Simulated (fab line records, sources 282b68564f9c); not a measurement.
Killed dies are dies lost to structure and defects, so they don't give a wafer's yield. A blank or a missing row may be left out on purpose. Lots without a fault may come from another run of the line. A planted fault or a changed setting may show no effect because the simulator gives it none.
fab line records | flow rit_cmos
record lots=13 wafers=37 last_day=7
route steps=202 shown CONTACT@173 M1@202
lots that met no fault: from a run of the same line without faults
start_h: hours from the record's first day to the start of the lot's first wafer shown | wait_h: hours since the lot's step before | " the same as in the row above | L1.1+2: a row that stands for several wafers | - no value, or no start given | * or withheld: withheld | < > ~ a bound
route shown NAME@n: a module of which the file shows steps, and the number in the route of the first | usual: mean/standard deviation of fault-free wafers | same: alike in all rows | chamber/n: place in a boat | sites: the reading at each site | _std_site: their standard deviation | _edge_site: outer sites' mean less inner sites' | radius_mm: how far each site lies from the wafer's centre | mask NAME#n: copy n | behind: the tool/chamber that last shaped the wafer | hold: why the lot was held/for how many hours/how that ended | device: the transistor (n, p or np) that didn't switch | end of line: the same wafers' tests at the end of the route | a step without rows: its recipe alone | killed: dies lost to structure and defects at the first sort, not the wafer's yield | map: a wafer's dies, x killed, . not, _ none there
set.NAME: the setting as run; set.NAME@STEP: as run at that earlier step | model.NAME: the simulator's own value behind a step, which no gauge read
steps of the route over a sample of lots; a table a step, a row a wafer
services: from which hour (start_h, from the record's first day; less than 0 if before it) a tool's chamber was out of use, for how many hours, and why
## steps
# step RIT_CONTACT_EXPOSE_05
# recipe mask_id=M11 na=0.6 source_shape=conventional sigma_outer=0.5 target_cd_nm=1000 dose_mj=250
# usual exposure_dose_mJ_cm2=250.02/0.23
# columns lot.wafer tool chamber start_h wait_h mask exposure_dose_mJ_cm2
L735.1 iline_stepper-02 0 55.91 0.1 M11#0 250.55
L735.2 " 0 " " M11#0 250.23
L735.3 " 0 " " M11#0 250.32
L737.2 iline_stepper-01 0 70.10 0.2 M11#0 250.02
L737.4 " 0 " " M11#0 249.75
L737.6 " 0 " " M11#0 249.68
L740.1 iline_stepper-01 0 82.85 0.2 M11#0 249.74
L740.4 " 0 " " M11#0 250.09
L740.6 " 0 " " M11#0 250.31
L741.1 iline_stepper-01 0 88.69 0.1 M11#0 250.21
L741.3 " 0 " " M11#0 250.27
L741.6 " 0 " " M11#0 250.26
L742.2 iline_stepper-02 0 94.87 0.2 M11#0 249.97
L742.3 " 0 " " M11#0 250.14
L742.5 " 0 " " M11#0 249.97
L744.3 iline_stepper-01 0 100.51 0.2 M11#0 249.50
L744.4 " 0 " " M11#0 249.58
L744.5 " 0 " " M11#0 249.94
L743.2 iline_stepper-01 0 101.47 0.1 M11#0 249.89
L743.4 " 0 " " M11#0 249.62
L743.6 " 0 " " M11#0 250.11
L746.2 iline_stepper-02 0 113.56 0.1 M11#0 249.97
L746.3 " 0 " " M11#0 250.04
L746.6 " 0 " " M11#0 249.80
L747.1 iline_stepper-02 0 118.06 0.1 M11#0 250.35
L747.2 " 0 " " M11#0 250.16
L747.3 " 0 " " M11#0 249.92
L748.2 iline_stepper-01 0 121.28 0.2 M11#0 249.69
L748.3 " 0 " " M11#0 250.20
L748.5 " 0 " " M11#0 250.21
L749.1 iline_stepper-02 0 127.65 0.2 M11#0 250.15
L749.2 " 0 " " M11#0 249.63
L749.3 " 0 " " M11#0 250.09
L754.1 iline_stepper-02 0 151.76 0.1 M11#0 249.65
L754.2 " 0 " " M11#0 250.07
L754.4 " 0 " " M11#0 249.79
L757.4 iline_stepper-01 0 166.92 0.1 M11#0 248.94
# step RIT_CONTACT_CD_MEAS_08
# recipe target_cd_nm=1000
# usual cd_nm=1000.4/2
# columns lot.wafer tool chamber start_h wait_h hold cd_nm
L735.1 cd_sem-01 - 56.43 - - 1002.1
L735.2 " - " " - 998.8
L735.3 " - " " - 999.1
L737.2 cd_sem-01 - 70.61 - - 1002.4
L737.4 " - " " - 1004.1
L737.6 " - " " - 1003.1
L740.1 cd_sem-02 - 83.37 - - 999.0
L740.4 " - " " - 996.3
L740.6 " - " " - 995.6
L741.1 cd_sem-01 - 89.21 - - 1002.5
L741.3 " - " " - 999.5
L741.6 " - " " - 998.6
L742.2 cd_sem-01 - 95.39 - - 1001.0
L742.3 " - " " - 998.9
L742.5 " - " " - 998.6
L744.3 cd_sem-01 - 101.03 - - 997.5
L744.4 " - " " - 998.3
L744.5 " - " " - 999.8
L743.2 cd_sem-02 - 101.99 - - 1003.2
L743.4 " - " " - 1002.6
L743.6 " - " " - 1003.4
L746.2 cd_sem-02 - 114.08 - - 999.7
L746.3 " - " " - 1001.1
L746.6 " - " " - 999.1
L747.1 cd_sem-02 - 118.58 - - 1003.2
L747.2 " - " " - 1003.0
L747.3 " - " " - 1002.1
L748.2 cd_sem-01 - 121.79 - - 999.0
L748.3 " - " " - 1000.3
L748.5 " - " " - 1001.7
L749.1 cd_sem-02 - 128.17 - - 996.8
L749.2 " - " " - 999.0
L749.3 " - " " - 999.1
L754.1 cd_sem-02 - 152.27 - - 999.0
L754.2 " - " " - 996.8
L754.4 " - " " - 1001.1
L757.4 cd_sem-02 - 167.43 - await_dispo/0.2h/release 1011.2
L757.4 cd_sem-02 - 167.72 0.3 - 1010.9
# step RIT_M1_PROBE_99
# usual killed_at_contacts=0.1/0.31 killed_at_front_end=7/3 killed_dies=7/3 killed_open=3.2/1.9 killed_short=3.6/2.2
# same gross_dies=264 killed_at_M0_to_M3=0 killed_at_M4_up=0 killed_at_back_side=0 killed_at_other=0
# columns lot.wafer tool chamber start_h wait_h killed_at_contacts killed_at_front_end killed_dies killed_open killed_short
L757.4 prober-02 - 176.52 0.2 0 4 4 2 2
# killed by level:class
L757.4 FOX1:geometric_particle:open=1 FOX1:geometric_particle:short=1 GATE:geometric_particle:short=1 GATE:geometric_particle:open=1
## services
# columns tool chamber start_h hours kind
iline_stepper-01 0 41.05 - calibration
iline_stepper-01 - 41.45 1.7 pm
iline_stepper-01 - 54.58 11.4 repair
iline_stepper-02 - 77.11 1.7 pm
iline_stepper-02 - 106.80 2.1 pm
iline_stepper-02 - 108.88 - consumable_replace:lamp
iline_stepper-01 - 125.10 6.2 repair
iline_stepper-02 0 128.98 - calibration
iline_stepper-01 - 150.53 9.9 repair
## key
first_sign step=RIT_CONTACT_EXPOSE_05 reading=exposure_dose_mJ_cm2 direction=down sigmas=4.6 usual=250.02 struck=248.94
effect step=RIT_CONTACT_CD_MEAS_08 reading=visit direction=added through=control_loop
effect step=RIT_CONTACT_CD_MEAS_08 reading=cd_nm direction=up sigmas=5.5 usual=1000.4 struck=1011.2 through=control_loop
met_at RIT_CONTACT_EXPOSE_05
struck_lots L757
tester_left_out L757
loop_trim step=RIT_CONTACT_EXPOSE_05 setting=dose lots=L757
onset_between 121.28 166.92
fault kind=process_parameter_drift tool=iline_stepper-01 chamber=- onset_h=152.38 steps=RIT_CONTACT_EXPOSE_05 channel=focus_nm offset=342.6 spread_by_wafer=0.3 shape=step end_h=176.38
# tester_left_out: of these lots the tester's yield and bins aren't shown, on N5 and GAA mostly nor the transistor test; their killed dies are dies lost to structure and defects alone, not to doping, threshold or leakage, so they don't give the yield
# loop_trim: a control loop set the setting to another value than it would have without faults
